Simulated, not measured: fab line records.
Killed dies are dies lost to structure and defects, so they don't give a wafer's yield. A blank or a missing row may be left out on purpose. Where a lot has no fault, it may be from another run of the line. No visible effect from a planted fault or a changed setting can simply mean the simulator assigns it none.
A struck lot beside a sound one    flow berkeley cmos170    26 steps out of a route of 331
Sound: these wafers, L360.1, L360.4, L360.5. The struck wafers were L369.3, L369.4, L369.5. The cause comes at the end.
At each step with rows: each side's tool, then ch and its chambers, then its first start. Under that, the readings that differ: sound wafers    struck wafers    difference of the means    sigmas: that difference in standard deviations of wafers without a fault.
alike: same words and numbers on both sides, and readings whose means sit less than 2 such deviations apart. not compared: any withheld reading, any reading some wafer has no value for, any bound like >300 that may hide the same value, and any number with overlapping values for which the record gives no deviation.
Wherever a step has rows on one side only, a row that says differs or no value, or a row with sigmas, the two part there. Non-overlapping numbers with no deviation appear without sigmas and do not part them. Lack of a reading on every wafer of one side parts them only where that side has two or more wafers.

first, 3 steps without rows for these wafers: UCB170_PVT_EXPOSE_03 (exposes mask NWELL, target cd 3000 nm); UCB170_PVT_PEB_04; UCB170_PVT_DEVELOP_05 (develop time 45 s).
UCB170_PVT_OVL_MEAS_06:
  sound on overlay-02 at day 4 23:37; struck on overlay-02 at day 7 16:51
  alike: PVT_OVL
next, for these wafers, 1 step has no rows: UCB170_PVT_IMPLANT_07.
UCB170_PVT_STRIP_08: strips in O2.
  sound on plasma asher-03 ch 0,1, day 4 23:49; struck on plasma asher-01 ch 0,1, day 7 17:04
  alike: chamber pressure mTorr, drypump motor current A, oes product au, strip time to endpoint s
  not compared: rf hours counter h
UCB170_PVT_TW_MEAS_09:
  sound on film metro-03 at day 4 23:55; struck on film metro-01 at day 7 17:08
reading  sound        struck       difference  sigmas
PVT_TW   504 505 506  521 518 521  +15         +2
then, 1 step without rows for these wafers: UCB170_GATE_WET_ETCH_00 (etches SiO2 in dHF, time 200 s).
UCB170_FIELD_THK_MEAS_91:
  sound on film metro-01 at day 5 00:03; struck on film metro-04 at day 7 17:16
  alike: FIELD_OXIDE_LEFT_2_THK
then, 1 step without rows for these wafers: UCB170_GATE_OXIDATION_01 (target thk 6.6 nm, ox time 1800 s).
UCB170_GATE_THK_MEAS_02:
  sound on film metro-03 at day 5 04:30; struck on film metro-01 at day 7 21:20
  alike: GATE_OXIDE_THK
then, 1 step without rows for these wafers: UCB170_GATE_ANNEAL_03 (time 1800 s).
UCB170_GATE_CVD_04: deposits poly-Si from SiH4, time 1440 s, target thk 214 nm.
  sound on lpcvd-01 ch 1, day 5 08:07; struck on lpcvd-02 ch 0, day 8 00:40
reading                                   sound            struck             difference  sigmas
model.poly-Si_of_GATE_CVD_04.thk nm (nm)  214 214.3 213.5  391.5 392.5 391.3  +177.8      
  alike: susceptor temp C, zone power source pct
UCB170_GATE_THK_MEAS_05:
  sound on film metro-02 at day 5 09:31; struck on film metro-02 at day 8 02:05
reading             sound              struck             difference  sigmas
GATE_POLY_THK (nm)  214.1 214.1 213.5  391.7 392.3 391.5  +177.9      +94
then, 6 steps without rows for these wafers: UCB170_GATE_COAT_06; UCB170_GATE_COAT_07 (resist thk 900 nm); UCB170_GATE_SOFTBAKE_08 (time 60 s); UCB170_GATE_EXPOSE_09 (exposes mask POLY, target cd 350 nm); UCB170_GATE_PEB_10; UCB170_GATE_DEVELOP_11 (develop time 45 s).
UCB170_GATE_CD_MEAS_12: the cd target is 350 nm.
  sound on cd sem-02 at day 5 10:33; struck on cd sem-01 at day 8 03:08
  alike: cd nm
UCB170_GATE_OVL_MEAS_13:
  sound on overlay-01 at day 5 10:40; struck on overlay-01 at day 8 03:14
  alike: GATE_OVL
UCB170_GATE_ETCH_14: etches BARC in N2/H2.
  sound on rie diel-02 ch 1,2,3, day 5 10:43; struck on rie diel-02 ch 0,1,2, day 8 03:15
  alike: chamber pressure mTorr, drypump motor current A, oes product au, throttle valve pct
UCB170_GATE_ETCH_15: etches poly-Si in HBr/Cl2, stops on SiO2, time 56.3 s, target depth 278.2 nm.
  sound on rie si-01 ch 0,1,2, day 5 10:45; struck on rie si-01 ch 0,3, day 8 03:18
reading                           sound                 struck                difference  sigmas
chamber pressure mTorr (mTorr)    15.016 14.989 15.035  14.999 14.976 14.971  -0.031      -2
oes product au (a.u.)             0.826 0.813 0.823     0.962 0.993 0.995     +0.163      +10
model.etch.depth nm (nm)          214 214.3 213.5       273 282.2 283.5       +66         
model.GATE.feature depth nm (nm)  214 214.3 213.5       273 282.2 283.5       +66         
  alike: drypump motor current A, throttle valve pct
  not compared: rf hours counter h
UCB170_GATE_STRIP_16: strips in O2.
  sound on plasma asher-04 ch 0,1, day 5 10:48; struck on plasma asher-03 ch 0,1, day 8 03:23
reading                                   sound              struck             difference  sigmas
oes product au (a.u.)                     0.715 0.723 0.724  0.729 0.733 0.725  +0.008      +2
model.poly-Si_of_GATE_CVD_04.thk nm (nm)  213.7 213.9 213.1  391.1 392.1 390.9  +177.8      
  alike: chamber pressure mTorr, drypump motor current A
  not compared: rf hours counter h
UCB170_GATE_CD_MEAS_90: the cd target is 350 nm.
  sound on cd sem-02 at day 5 10:54; struck on cd sem-02 at day 8 03:29
  alike: cd nm

== WHERE THEY PART ==
Last at UCB170_GATE_STRIP_16 as far as this record goes, first at UCB170_PVT_TW_MEAS_09. Later steps at which nothing parts them and some readings are alike: UCB170_GATE_CD_MEAS_90.

WHY: the cause the simulator had injected
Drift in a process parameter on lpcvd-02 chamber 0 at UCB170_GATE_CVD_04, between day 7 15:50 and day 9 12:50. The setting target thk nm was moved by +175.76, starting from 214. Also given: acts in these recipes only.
